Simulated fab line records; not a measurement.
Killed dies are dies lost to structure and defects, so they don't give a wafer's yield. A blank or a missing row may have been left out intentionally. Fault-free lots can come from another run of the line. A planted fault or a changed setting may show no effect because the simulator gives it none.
fab line records | flow rit_cmos
[record] lots = 13 | wafers = 39 | last_day = 7
route steps=202 shown GATE@89
lots untouched by any fault: they come from a run of this same line in which no faults occurred
start_h: hours from the record's opening day to when the first of the lot's shown wafers began | wait_h: hours since the lot's step before | " unchanged from the row above | L1.1+2: several wafers, shown together as one row | - no value present, or no start provided | * or withheld: withheld | < > ~ a bound
route shown NAME@n: names a module that has steps shown in the file, with the first one's number in the route | usual: average and standard deviation across the fault-free wafers | same: alike in all rows | chamber/n: place in a boat | sites: each site's reading | _std_site: standard deviation across them | _edge_site: the outer-site mean with the inner-site mean subtracted | radius_mm: how far each site lies from the wafer's centre | mask NAME#n: copy n | behind: the tool/chamber that last shaped the wafer | hold: the reason the lot was held/the length of the hold in hours/how it ended | device: which transistor (n, p or np) failed to switch | end of line: tests run on the same wafers once the route is complete | a step given without rows: its recipe and nothing more | killed: count of dies lost to structure and defects at first sort (not the wafer's yield) | map: a wafer's dies, marking killed ones x, the rest . and places with no die _
set.NAME: the setting that was run; set.NAME@STEP: the one run at that earlier step | model.NAME: the simulator's own value behind a step, which no gauge read
the route's steps for a sample of lots (tables are steps, rows are wafers)
services: when a tool's chamber went out of use (start_h, in hours from the record's first day, below 0 if earlier), for how many hours, and the reason
[[steps]]
[step RIT_GATE_EXPOSE_13]
[recipe] mask_id = M6 | na = 0.6 | source_shape = conventional | sigma_outer = 0.6 | target_cd_nm = 150 | dose_mj = 380
[usual] exposure_dose_mJ_cm2 = 380.0/0.41
lot.wafer | tool             | chamber | start_h | wait_h | mask | exposure_dose_mJ_cm2
L680.1    | iline_stepper-02 | 0       | 37.75   | 0.1    | M6#0 | 379.4
L680.3    | "                | 0       | "       | "      | M6#0 | 379.9
L680.5    | "                | 0       | "       | "      | M6#0 | 380.1
L682.2    | iline_stepper-01 | 0       | 47.16   | 0.2    | M6#0 | 379.9
L682.3    | "                | 0       | "       | "      | M6#0 | 380.1
L682.4    | "                | 0       | "       | "      | M6#0 | 379.8
L683.1    | iline_stepper-01 | 0       | 55.56   | 0.1    | M6#0 | 379.5
L683.4    | "                | 0       | "       | "      | M6#0 | 379.7
L683.6    | "                | 0       | "       | "      | M6#0 | 379.7
L684.1    | iline_stepper-02 | 0       | 55.97   | 0.2    | M6#0 | 379.9
L684.3    | "                | 0       | "       | "      | M6#0 | 379.8
L684.4    | "                | 0       | "       | "      | M6#0 | 380.0
L686.2    | iline_stepper-01 | 0       | 67.11   | 0.2    | M6#0 | 379.6
L686.3    | "                | 0       | "       | "      | M6#0 | 379.2
L686.4    | "                | 0       | "       | "      | M6#0 | 379.6
L689.1    | iline_stepper-02 | 0       | 81.96   | 0.2    | M6#0 | 379.9
L689.2    | "                | 0       | "       | "      | M6#0 | 379.7
L689.4    | "                | 0       | "       | "      | M6#0 | 379.7
L690.2    | iline_stepper-01 | 0       | 86.21   | 0.2    | M6#0 | 380.0
L690.3    | "                | 0       | "       | "      | M6#0 | 380.4
L690.4    | "                | 0       | "       | "      | M6#0 | 379.8
L693.2    | iline_stepper-01 | 0       | 101.80  | 0.1    | M6#0 | 379.9
L693.3    | "                | 0       | "       | "      | M6#0 | 380.0
L693.4    | "                | 0       | "       | "      | M6#0 | 380.6
L694.1    | iline_stepper-02 | 0       | 106.42  | 0.2    | M6#0 | 380.2
L694.4    | "                | 0       | "       | "      | M6#0 | 380.4
L694.5    | "                | 0       | "       | "      | M6#0 | 380.3
L697.1    | iline_stepper-01 | 0       | 120.50  | 0.3    | M6#0 | 365.7
L697.3    | "                | 0       | "       | "      | M6#0 | 365.2
L697.5    | "                | 0       | "       | "      | M6#0 | 364.9
L700.2    | iline_stepper-02 | 0       | 136.66  | 0.2    | M6#0 | 380.3
L700.3    | "                | 0       | "       | "      | M6#0 | 380.5
L700.6    | "                | 0       | "       | "      | M6#0 | 380.2
L701.1    | iline_stepper-02 | 0       | 141.59  | 0.1    | M6#0 | 380.6
L701.2    | "                | 0       | "       | "      | M6#0 | 380.4
L701.5    | "                | 0       | "       | "      | M6#0 | 380.5
L702.1    | iline_stepper-02 | 0       | 145.47  | 0.1    | M6#0 | 380.1
L702.2    | "                | 0       | "       | "      | M6#0 | 379.9
L702.6    | "                | 0       | "       | "      | M6#0 | 379.8
[step RIT_GATE_CD_MEAS_16]
[recipe] target_cd_nm = 150
[usual] cd_nm = 150.0/1.9
lot.wafer | tool      | chamber | start_h | wait_h | cd_nm
L680.1    | cd_sem-01 | -       | 38.15   | -      | 150.8
L680.3    | "         | -       | "       | "      | 150.0
L680.5    | "         | -       | "       | "      | 149.5
L682.2    | cd_sem-01 | -       | 47.58   | -      | 150.2
L682.3    | "         | -       | "       | "      | 151.7
L682.4    | "         | -       | "       | "      | 150.3
L683.1    | cd_sem-01 | -       | 56.13   | -      | 151.5
L683.4    | "         | -       | "       | "      | 149.8
L683.6    | "         | -       | "       | "      | 149.7
L684.1    | cd_sem-02 | -       | 56.37   | -      | 149.0
L684.3    | "         | -       | "       | "      | 147.2
L684.4    | "         | -       | "       | "      | 148.7
L686.2    | cd_sem-02 | -       | 67.51   | -      | 149.2
L686.3    | "         | -       | "       | "      | 148.7
L686.4    | "         | -       | "       | "      | 150.5
L689.1    | cd_sem-02 | -       | 82.36   | -      | 151.1
L689.2    | "         | -       | "       | "      | 152.6
L689.4    | "         | -       | "       | "      | 149.5
L690.2    | cd_sem-02 | -       | 86.73   | -      | 152.6
L690.3    | "         | -       | "       | "      | 149.6
L690.4    | "         | -       | "       | "      | 153.4
L693.2    | cd_sem-01 | -       | 102.23  | -      | 149.8
L693.3    | "         | -       | "       | "      | 149.7
L693.4    | "         | -       | "       | "      | 151.8
L694.1    | cd_sem-02 | -       | 106.82  | -      | 149.3
L694.4    | "         | -       | "       | "      | 151.1
L694.5    | "         | -       | "       | "      | 148.2
L697.1    | cd_sem-01 | -       | 120.90  | -      | 153.3
L697.3    | "         | -       | "       | "      | 45.4
L697.5    | "         | -       | "       | "      | 16.9
L700.2    | cd_sem-02 | -       | 137.06  | -      | 150.0
L700.3    | "         | -       | "       | "      | 149.8
L700.6    | "         | -       | "       | "      | 148.4
L701.1    | cd_sem-02 | -       | 141.99  | -      | 150.9
L701.2    | "         | -       | "       | "      | 150.8
L701.5    | "         | -       | "       | "      | 150.2
L702.1    | cd_sem-02 | -       | 145.87  | -      | 149.3
L702.2    | "         | -       | "       | "      | 149.5
L702.6    | "         | -       | "       | "      | 150.4
[[services]]
tool             | chamber | start_h | hours | kind
iline_stepper-02 | -       | 52.03   | 1.8   | repair
iline_stepper-02 | -       | 96.84   | 5.0   | repair
iline_stepper-02 | -       | 117.01  | 1.7   | pm
iline_stepper-02 | -       | 132.21  | 2.2   | repair
[[key]]
[first_sign] step = RIT_GATE_EXPOSE_13 | reading = exposure_dose_mJ_cm2 | direction = down | sigmas = 36 | usual = 380.0 | struck = 365.3
[effect] step = RIT_GATE_CD_MEAS_16 | reading = cd_nm | direction = down | sigmas = 42 | usual = 150.0 | struck = 71.9 | wafers_moved = 2 | through = control_loop
met_at RIT_GATE_EXPOSE_13
struck_lots L697
later_rows_left_out L697.3,L697.5
sort_left_out L697.1,L697.3,L697.5
tester_left_out L697
[loop_trim] step = RIT_GATE_EXPOSE_13 | setting = dose | lots = L697
onset_between 101.80 120.50
[fault] kind = process_parameter_drift | tool = iline_stepper-01 | chamber = - | onset_h = 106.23 | steps = RIT_GATE_EXPOSE_13 | channel = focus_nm | offset = 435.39 | spread_by_wafer = 0.3 | shape = step | end_h = 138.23
// tester_left_out: of these lots the tester's yield and bins aren't shown, on N5 and GAA mostly nor the transistor test; their killed dies are dies lost to structure and defects alone, not to doping, threshold or leakage, so they don't give the yield
// sort_left_out: the simulated sort isn't trusted on such a fault, so these wafers' sort isn't shown, and their yield isn't known
// later_rows_left_out: the simulator's readings of these wafers behind a module that went badly wrong aren't trusted and aren't shown, but for the sort
// loop_trim: a control loop set the setting to another value than it would have without faults
